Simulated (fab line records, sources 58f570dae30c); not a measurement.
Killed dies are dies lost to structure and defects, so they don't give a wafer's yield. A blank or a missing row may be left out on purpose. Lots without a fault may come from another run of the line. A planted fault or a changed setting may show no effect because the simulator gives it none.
One fault seen from 2 desks | flow berkeley_cmos170 | each desk has only its own numbers; what lay behind them comes last

THE METROLOGY DESK
What the gauges read, lot by lot, whatever tool the lot ran on: means of the sampled wafers that have a number. A lot is out of limits, marked OUT, if its mean lies more than 4 standard deviations from the usual mean; the brackets give that distance.
Columns: A = cd_nm at UCB170_M3_CD_MEAS_15, usual 700.2 nm
lot  | first seen here | A
L373 | day 9 12:29     | 699.9
L375 | day 9 23:40     | 700.1
L377 | day 10 05:11    | 700.4
L376 | day 10 10:14    | 698.7
L378 | day 10 21:50    | 698.9
L381 | day 11 00:18    | 698.9
L379 | day 11 01:57    | 702.2
L382 | day 11 06:49    | 700.2
L384 | day 11 16:21    | 701.7
L385 | day 11 17:23    | 699.1
L386 | day 11 19:26    | 700.9
L389 | day 11 21:26    | 699.9
L390 | day 12 04:22    | 700.7
L387 | day 12 04:37    | 701.0
L388 | day 12 05:02    | 702.4
This desk's finding: nothing out of limits on any of the 15 lots.

THE TOOL OWNER'S DESK: cmp-02
The tool's own readings at UCB170_V2_CMP_02 (polishes SiO2): means of the sampled wafers that have a number, for each lot that ran on this tool. A lot is out of limits, marked OUT, if its mean lies more than 4 standard deviations from the usual mean; the brackets give that distance.
Columns: A = edge_zone_pressure_frac at UCB170_V2_CMP_02, usual 1.000; B = motor_current_A at UCB170_V2_CMP_02, usual 16.5 A
lot  | first seen here | A     | B
L375 | day 9 17:43     | 0.998 | 16.6
L376 | day 10 05:46    | 0.999 | 16.5
L378 | day 10 15:41    | 1.006 | 16.5
L382 | day 11 01:31    | 0.999 | 16.4
L384 | day 11 11:10    | 0.998 | 16.5
L386 | day 11 14:18    | 0.996 | 16.7
L389 | day 11 15:29    | 1.010 | 16.6
L390 | day 12 00:10    | 1.016 | 16.7
L388 | day 12 00:22    | 1.006 | 15.9
This desk's finding: nothing out of limits on any of the 9 lots.

PUT TOGETHER
The metrology desk saw nothing out of limits.
The tool owner's desk saw nothing out of limits.

WHAT THE SIMULATOR HAD PUT IN
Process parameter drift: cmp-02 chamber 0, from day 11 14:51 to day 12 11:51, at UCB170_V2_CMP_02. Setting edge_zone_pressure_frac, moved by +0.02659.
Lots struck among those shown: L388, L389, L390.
